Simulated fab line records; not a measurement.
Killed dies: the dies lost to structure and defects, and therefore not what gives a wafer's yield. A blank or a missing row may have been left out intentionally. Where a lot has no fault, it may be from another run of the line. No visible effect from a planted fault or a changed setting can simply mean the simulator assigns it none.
fab line records ; flow ritCmos
[record] lots = 6; wafers = 18; lastDay = 7
route steps=202 shown NRETRO@60 PRETRO@64 GATE@75 M1@202
lots that met no fault: taken from a fault-free run of the same line
startH: hours from the record's first day to the start of the lot's first wafer shown ; waitH: hours since the lot's step before ; " repeats the value in the row above ; L1.1+2: a row that stands for several wafers ; - either no value or no given start ; * or withheld: withheld ; < > ~ a bound
route shown NAME@n: NAME is a module with steps in the file, n the number in the route of the first one ; usual: the fault-free wafers' mean and standard deviation ; same: alike in all rows ; chamber/n: place in a boat ; sites: the reading at each site ; _std_site: the standard deviation of these ; _edge_site: outer sites' mean less inner sites' ; radiusMm: for every site, how far away it sits from the centre of the wafer ; mask NAME#n: copy n ; behind: the most recent tool/chamber to have shaped the wafer ; hold: reason for holding the lot/hours on hold/outcome of the hold ; device: names the non-switching transistor (n, p or np) ; end of line: at the end of the route, the tests of the same wafers ; step lacking rows: just its recipe ; killed: dies lost to structure and defects at the first sort, not the wafer's yield ; map: per-die view of a wafer (x killed, . not killed, _ where there is no die)
set.NAME: the setting that was run; set.NAME@STEP: the one run at that earlier step ; model.NAME: the simulator's own value behind a step, which no gauge read
lots at some steps of the route; a table a step, a row a wafer
services: from which hour (startH, from the record's first day; less than 0 if before it) a tool's chamber was out of use, for how many hours, and why
[[steps]]
[step RIT_NRETRO_HARDBAKE_07]
[recipe] resist = NOVOLAK; tempC = 140; timeS = 120
[step RIT_NRETRO_IMPLANT_08]
[recipe] species = P; energyKev = 70; doseCm2 = 1e+13; tiltDeg = 7
[step RIT_NRETRO_STRIP_09]
[recipe] chemistry = O2; timeS = 180; resist = NOVOLAK; platenTempC = withheld; powerW = 500; pressureMtorr = 4000; o2FlowSccm = 4000
[usual] drypumpMotorCurrentA = 5.8/0.6
lot.wafer;tool;chamber;startH;waitH;drypumpMotorCurrentA;rfHoursCounterH
L140.1;plasmaAsher-03;0;30.30;0.1;4.9;36
L140.2;plasmaAsher-03;1;30.30;0.1;5.9;36
L140.6;plasmaAsher-03;1;30.30;0.1;5.9;-
L141.1;plasmaAsher-04;0;35.51;0.1;6.3;42
L141.5;plasmaAsher-04;0;35.51;0.1;6.3;-
L141.6;plasmaAsher-04;1;35.51;0.1;6.4;-
L152.2;plasmaAsher-01;0;89.62;0.1;5.8;30
L152.4;plasmaAsher-01;0;89.62;0.1;5.8;-
L152.5;plasmaAsher-01;1;89.62;0.1;4.9;-
L156.1;plasmaAsher-04;0;111.67;0.1;6.3;50
L156.2;plasmaAsher-04;1;111.67;0.1;6.3;50
L156.3;plasmaAsher-04;0;111.67;0.1;6.3;-
L162.2;plasmaAsher-04;1;139.27;0.1;6.3;53
L162.3;plasmaAsher-04;1;139.27;0.1;6.3;-
L162.6;plasmaAsher-04;1;139.27;0.1;6.3;-
L163.1;plasmaAsher-03;1;144.48;0.1;5.9;48
L163.4;plasmaAsher-03;1;144.48;0.1;5.9;-
L163.6;plasmaAsher-03;0;144.48;0.1;4.9;-
[step RIT_NRETRO_TW_MEAS_10]
[usual] NRETRO_TW = 1054/6.8
lot.wafer;tool;chamber;startH;waitH;NRETRO_TW
L140.1;filmMetro-03;-;30.48;0.1;1059
L140.2;filmMetro-03;-;30.48;0.1;1055
L140.6;filmMetro-03;-;30.48;0.1;1066
L141.1;filmMetro-01;-;35.69;0.1;1049
L141.5;filmMetro-01;-;35.69;0.1;1046
L141.6;filmMetro-01;-;35.69;0.1;1048
L152.2;filmMetro-01;-;89.81;0.1;1041
L152.4;filmMetro-01;-;89.81;0.1;1051
L152.5;filmMetro-01;-;89.81;0.1;1045
L156.1;filmMetro-04;-;111.85;0.1;1052
L156.2;filmMetro-04;-;111.85;0.1;1056
L156.3;filmMetro-04;-;111.85;0.1;1057
L162.2;filmMetro-04;-;139.45;0.1;1054
L162.3;filmMetro-04;-;139.45;0.1;1055
L162.6;filmMetro-04;-;139.45;0.1;1059
L163.1;filmMetro-03;-;144.65;0.1;1062
L163.4;filmMetro-03;-;144.65;0.1;1055
L163.6;filmMetro-03;-;144.65;0.1;1060
[step RIT_PRETRO_HMDS_00]
[recipe] primeTimeS = 60; primeTempC = 140
[step RIT_PRETRO_COAT_01]
[recipe] resist = NOVOLAK; spinRpm = 2000; resistThkNm = 1300
[step RIT_PRETRO_SOFTBAKE_02]
[recipe] resist = NOVOLAK; tempC = 90; timeS = 60
[step RIT_PRETRO_EXPOSE_03]
[recipe] maskId = M5; na = 0.57; targetCdNm = 43700; doseMj = 250
[step RIT_PRETRO_PEB_04]
[recipe] resist = NOVOLAK; tempC = withheld; timeS = withheld
[step RIT_PRETRO_DEVELOP_05]
[recipe] resist = NOVOLAK; developTimeS = 68; devTempC = 23
[step RIT_PRETRO_OVL_MEAS_06]
[usual] PRETRO_OVL = 2.1/1.3
lot.wafer;tool;chamber;startH;waitH;PRETRO_OVL[nm]
L140.1;overlay-02;-;31.60;-;-0.5
L140.2;overlay-02;-;31.60;-;0.4
L140.6;overlay-02;-;31.60;-;2.6
L141.1;overlay-01;-;36.68;-;1.6
L141.5;overlay-01;-;36.68;-;0.5
L141.6;overlay-01;-;36.68;-;0.7
L152.2;overlay-01;-;90.74;-;3.7
L152.4;overlay-01;-;90.74;-;2.5
L152.5;overlay-01;-;90.74;-;1.9
L156.1;overlay-02;-;112.79;-;-1.2
L156.2;overlay-02;-;112.79;-;-0.6
L156.3;overlay-02;-;112.79;-;1.7
L162.2;overlay-01;-;140.51;-;3.6
L162.3;overlay-01;-;140.51;-;3.2
L162.6;overlay-01;-;140.51;-;2.6
L163.1;overlay-02;-;145.72;-;1.6
L163.4;overlay-02;-;145.72;-;1.7
L163.6;overlay-02;-;145.72;-;2.1
[step RIT_PRETRO_HARDBAKE_07]
[recipe] resist = NOVOLAK; tempC = 140; timeS = 120
[step RIT_PRETRO_IMPLANT_08]
[recipe] species = B; energyKev = 45; doseCm2 = 1.2e+13; tiltDeg = 7
[usual] doseIonsCm2 = 1.1996e+13/1.3e+10; faradayCurrentUA = 37.9/0.74
lot.wafer;tool;chamber;startH;waitH;doseIonsCm2;faradayCurrentUA
L140.1;implanter-04;0;31.89;0.2;1.2004e+13;38.1
L140.2;implanter-04;0;31.89;0.2;1.1989e+13;38.8
L140.6;implanter-04;0;31.89;0.2;1.2019e+13;38.5
L141.1;implanter-03;0;36.96;0.2;1.1978e+13;37.8
L141.5;implanter-03;0;36.96;0.2;1.201e+13;37.0
L141.6;implanter-03;0;36.96;0.2;1.1993e+13;39.2
L152.2;implanter-04;0;91.05;0.2;1.0553e+13;33.2
L152.4;implanter-04;0;91.05;0.2;1.0545e+13;33.6
L152.5;implanter-04;0;91.05;0.2;1.0571e+13;33.4
L156.1;implanter-04;0;113.07;0.2;1.0551e+13;32.8
L156.2;implanter-04;0;113.07;0.2;1.0543e+13;34.3
L156.3;implanter-04;0;113.07;0.2;1.0537e+13;32.9
L162.2;implanter-03;0;140.82;0.2;1.1987e+13;37.7
L162.3;implanter-03;0;140.82;0.2;1.1994e+13;39.2
L162.6;implanter-03;0;140.82;0.2;1.2014e+13;37.9
L163.1;implanter-03;0;146.00;0.2;1.2013e+13;37.7
L163.4;implanter-03;0;146.00;0.2;1.201e+13;38.2
L163.6;implanter-03;0;146.00;0.2;1.1992e+13;37.3
[step RIT_PRETRO_STRIP_09]
[recipe] chemistry = O2; timeS = 180; resist = NOVOLAK; platenTempC = withheld; powerW = 500; pressureMtorr = 4000; o2FlowSccm = 4000
[usual] drypumpMotorCurrentA = 5.4/0.41
lot.wafer;tool;chamber;startH;waitH;drypumpMotorCurrentA;rfHoursCounterH
L140.1;plasmaAsher-01;0;32.04;0.1;5.7;23
L140.2;plasmaAsher-01;1;32.04;0.1;4.9;23
L140.6;plasmaAsher-01;0;32.04;0.1;5.7;-
L141.1;plasmaAsher-01;0;37.11;0.1;5.8;24
L141.5;plasmaAsher-01;1;37.11;0.1;4.9;-
L141.6;plasmaAsher-01;0;37.11;0.1;5.8;-
L152.2;plasmaAsher-01;1;91.17;0.1;4.9;30
L152.4;plasmaAsher-01;0;91.17;0.1;5.7;-
L152.5;plasmaAsher-01;1;91.17;0.1;4.9;-
L156.1;plasmaAsher-01;1;113.22;0.1;4.9;32
L156.2;plasmaAsher-01;0;113.22;0.1;5.7;32
L156.3;plasmaAsher-01;1;113.22;0.1;4.9;-
L162.2;plasmaAsher-02;1;140.94;0.1;5.5;3
L162.3;plasmaAsher-02;1;140.94;0.1;5.5;-
L162.6;plasmaAsher-02;1;140.94;0.1;5.5;-
L163.1;plasmaAsher-03;1;146.15;0.1;5.9;48
L163.4;plasmaAsher-03;0;146.15;0.1;4.9;-
L163.6;plasmaAsher-03;0;146.15;0.1;4.9;-
[step RIT_PRETRO_TW_MEAS_10]
[usual] PRETRO_TW = 476.1/2.7
lot.wafer;tool;chamber;startH;waitH;PRETRO_TW
L140.1;filmMetro-02;-;32.21;0.1;477.4
L140.2;filmMetro-02;-;32.21;0.1;477.4
L140.6;filmMetro-02;-;32.21;0.1;475.8
L141.1;filmMetro-01;-;37.29;0.1;473.6
L141.5;filmMetro-01;-;37.29;0.1;474.1
L141.6;filmMetro-01;-;37.29;0.1;472.8
L152.2;filmMetro-04;-;91.36;0.1;459.7
L152.4;filmMetro-04;-;91.36;0.1;458.7
L152.5;filmMetro-04;-;91.36;0.1;459.7
L156.1;filmMetro-01;-;113.40;0.1;457.5
L156.2;filmMetro-01;-;113.40;0.1;460.9
L156.3;filmMetro-01;-;113.40;0.1;459.6
L162.2;filmMetro-01;-;141.13;0.1;474.8
L162.3;filmMetro-01;-;141.13;0.1;476.3
L162.6;filmMetro-01;-;141.13;0.1;476.0
L163.1;filmMetro-01;-;146.33;0.1;474.2
L163.4;filmMetro-01;-;146.33;0.1;475.3
L163.6;filmMetro-01;-;146.33;0.1;471.7
[step RIT_GATE_WET_ETCH_00]
[recipe] chemistry = BOE; target = SiO2; targetDepthNm = 56; timeS = 60; dry = n2Spin; dilution = 10:1; tempC = 21.5
[step RIT_M1_PROBE_99]
[usual] killed_at_M0_to_M3 = 0.0/0.14; killedAtFrontEnd = 7/3; killedDies = 7/3; killedOpen = 3.5/2; killedShort = 3.6/2.1
[same] grossDies = 264; killed_at_M4_up = 0; killedAtBackSide = 0; killedAtContacts = 0; killedAtOther = 0
lot.wafer;tool;chamber;startH;waitH;killed_at_M0_to_M3;killedAtFrontEnd;killedDies;killedOpen;killedShort;model.etest.diodeNplusPwell.bvV;model.etest.capNGate.cMinFfUm2;model.etest.diodeNplusComb.cjFfUm2;model.etest.diodeNplusPwell.cjFfUm2;model.etest.nmos_0p15.vtV;model.etest.nmos_0p3.vtSatV;model.etest.nmos_0p3.vtV;model.etest.nmosNarrow.vtV
L140.1;prober-01;-;58.61;0.1;0;3;3;1;2;5.922;2.369;2.624;2.075;0.3976;0.5662;0.5843;0.621
L140.2;prober-01;-;58.66;0.1;0;3;3;2;1;5.9;2.353;2.636;2.07;0.3861;0.5703;0.5862;0.6241
L140.6;prober-01;-;58.86;0.2;0;3;3;1;2;5.909;2.369;2.646;2.076;0.3816;0.5612;0.5753;0.6149
L141.1;prober-02;-;62.53;0.1;0;11;11;6;5;6.027;2.37;2.621;2.062;0.4135;0.5434;0.5585;0.5979
L141.5;prober-02;-;62.73;0.2;0;3;3;2;1;5.996;2.356;2.65;2.059;0.4067;0.5404;0.559;0.5927
L141.6;prober-02;-;62.78;0.2;0;7;7;4;3;6.044;2.355;2.635;2.062;0.4218;0.5425;0.5601;0.5974
L152.2;prober-01;-;118.94;0.1;0;7;7;4;3;6.003;2.33;2.598;2.052;0.4071;0.5327;0.5512;0.5867
L152.4;prober-01;-;119.04;0.2;0;4;4;2;2;5.999;2.344;2.592;2.052;0.3903;0.5226;0.5364;0.5731
L152.5;prober-01;-;119.09;0.2;0;11;11;5;6;5.999;2.338;2.633;2.051;0.4001;0.5336;0.5507;0.5869
L156.1;prober-01;-;139.22;0.1;0;6;6;1;5;5.999;2.34;2.608;2.046;0.3837;0.5265;0.5451;0.5797
L156.2;prober-01;-;139.27;0.1;0;4;4;1;3;6.059;2.342;2.611;2.047;0.3695;0.5313;0.548;0.5829
L156.3;prober-01;-;139.32;0.2;0;11;11;6;5;6.061;2.34;2.604;2.035;0.3841;0.5322;0.5497;0.5866
L162.2;prober-02;-;168.99;0.1;1;3;4;2;2;5.989;2.386;2.651;2.07;0.3937;0.539;0.5579;0.5942
L162.3;prober-02;-;169.04;0.2;0;7;7;4;3;5.958;2.394;2.645;2.079;0.3932;0.5344;0.5479;0.5845
L162.6;prober-02;-;169.19;0.2;0;4;4;2;2;5.984;2.377;2.663;2.076;0.4018;0.5462;0.5611;0.5954
L163.1;prober-01;-;174.02;0.1;0;10;10;2;8;5.938;2.376;2.617;2.063;0.4101;0.5546;0.573;0.6103
L163.4;prober-01;-;174.17;0.2;0;3;3;1;2;5.948;2.378;2.628;2.076;0.4059;0.5538;0.5714;0.6053
L163.6;prober-01;-;174.27;0.2;0;8;8;2;6;5.935;2.367;2.643;2.083;0.4113;0.5594;0.5765;0.6129
// killed by level:class
L140.1 FOX2:geometricParticle:short=1 GATE:geometricParticle:short=1 SPACER:geometricParticle:open=1
L140.2 GATE:geometricParticle:open=1 REOX:geometricParticle:short=1 SPACER:geometricParticle:open=1
L140.6 FOX1:geometricParticle:open=1 GATE:geometricParticle:short=1 SILICIDE:geometricParticle:short=1
L141.1 GATE:geometricParticle:open=4 FOX1:geometricParticle:short=3 REOX:geometricParticle:open=2 REOX:geometricParticle:short=1 SILICIDE:geometricParticle:short=1
L141.5 GATE:geometricParticle:open=2 REOX:geometricParticle:short=1
L141.6 FOX2:geometricParticle:short=2 GATE:geometricParticle:open=2 FOX1:geometricParticle:open=1 FOX2:geometricParticle:open=1 GATE:geometricParticle:short=1
L152.2 FOX1:geometricParticle:short=2 FOX1:geometricParticle:open=2 FOX2:geometricParticle:open=1 GATE:geometricParticle:short=1 SILICIDE:geometricParticle:open=1
L152.4 REOX:geometricParticle:short=2 REOX:geometricParticle:open=1 SPACER:geometricParticle:open=1
L152.5 GATE:geometricParticle:short=4 GATE:geometricParticle:open=2 SILICIDE:geometricParticle:open=2 FOX2:geometricParticle:open=1 REOX:geometricParticle:short=1 SPACER:geometricParticle:short=1
L156.1 FOX1:geometricParticle:short=2 REOX:geometricParticle:short=2 FOX2:geometricParticle:short=1 REOX:geometricParticle:open=1
L156.2 GATE:geometricParticle:short=2 SPACER:geometricParticle:short=1 SPACER:geometricParticle:open=1
L156.3 SPACER:geometricParticle:short=4 GATE:geometricParticle:open=3 SPACER:geometricParticle:open=2 FOX1:geometricParticle:short=1 REOX:geometricParticle:open=1
L162.2 FOX2:geometricParticle:open=1 REOX:geometricParticle:open=1 SPACER:geometricParticle:short=1 M1:geometricParticle:short=1
L162.3 REOX:geometricParticle:open=2 REOX:geometricParticle:short=2 FOX1:geometricParticle:open=1 GATE:geometricParticle:open=1 SPACER:geometricParticle:short=1
L162.6 GATE:geometricParticle:open=1 GATE:geometricParticle:short=1 SPACER:geometricParticle:open=1 SPACER:geometricParticle:short=1
L163.1 GATE:geometricParticle:short=5 REOX:geometricParticle:short=3 GATE:geometricParticle:open=1 REOX:geometricParticle:open=1
L163.4 SILICIDE:geometricParticle:short=2 REOX:geometricParticle:open=1
L163.6 GATE:geometricParticle:short=2 REOX:geometricParticle:short=2 FOX1:geometricParticle:short=1 FOX2:geometricParticle:short=1 GATE:geometricParticle:open=1 REOX:geometricParticle:open=1
[[services]]
tool;chamber;startH;hours;kind
plasmaAsher-01;-;14.71;0.3;repair
implanter-04;-;19.78;6.1;repair
plasmaAsher-04;-;21.50;2.6;repair
plasmaAsher-01;-;98.37;0.4;repair
plasmaAsher-01;-;103.03;2.8;pm
plasmaAsher-02;-;108.75;9.0;pm
plasmaAsher-02;0;108.75;9.0;ventCycle
plasmaAsher-02;1;108.75;9.0;ventCycle
plasmaAsher-02;0;117.75;-;clean
plasmaAsher-02;1;117.75;-;clean
plasmaAsher-04;-;125.04;2.2;repair
implanter-03;-;125.97;4.0;repair
[[key]]
[firstSign] step = RIT_PRETRO_IMPLANT_08; reading = doseIonsCm2; direction = down; sigmas = 99+; usual = 1.1996e+13; struck = 1.055e+13
[effect] step = RIT_PRETRO_IMPLANT_08; reading = faradayCurrentUA; direction = down; sigmas = 6.1; usual = 37.9; struck = 33.4
[effect] step = RIT_PRETRO_TW_MEAS_10; reading = PRETRO_TW; direction = down; sigmas = 6.2; usual = 476.1; struck = 459.3
[modelEffect] step = RIT_M1_PROBE_99; value = etest.diodeNplusPwell.bvV; without = 5.924; struck = 6.02
metAt RIT_PRETRO_IMPLANT_08
struckWafers L152.2,L152.4,L152.5,L156.1,L156.2,L156.3
testerLeftOut L152,L156
onsetBetween 31.89 91.05
[fault] kind = processParameterDrift; tool = implanter-04; chamber = -; onsetH = 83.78; steps = RIT_PRETRO_IMPLANT_08; channel = doseCm2; offset = -1.44e+12; shape = step; endH = 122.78; actsIn = theseRecipesOnly; stated = 1.2e+13
// testerLeftOut: of these lots the tester's yield and bins aren't shown, on N5 and GAA mostly nor the transistor test; their killed dies are dies lost to structure and defects alone, not to doping, threshold or leakage, so they don't give the yield
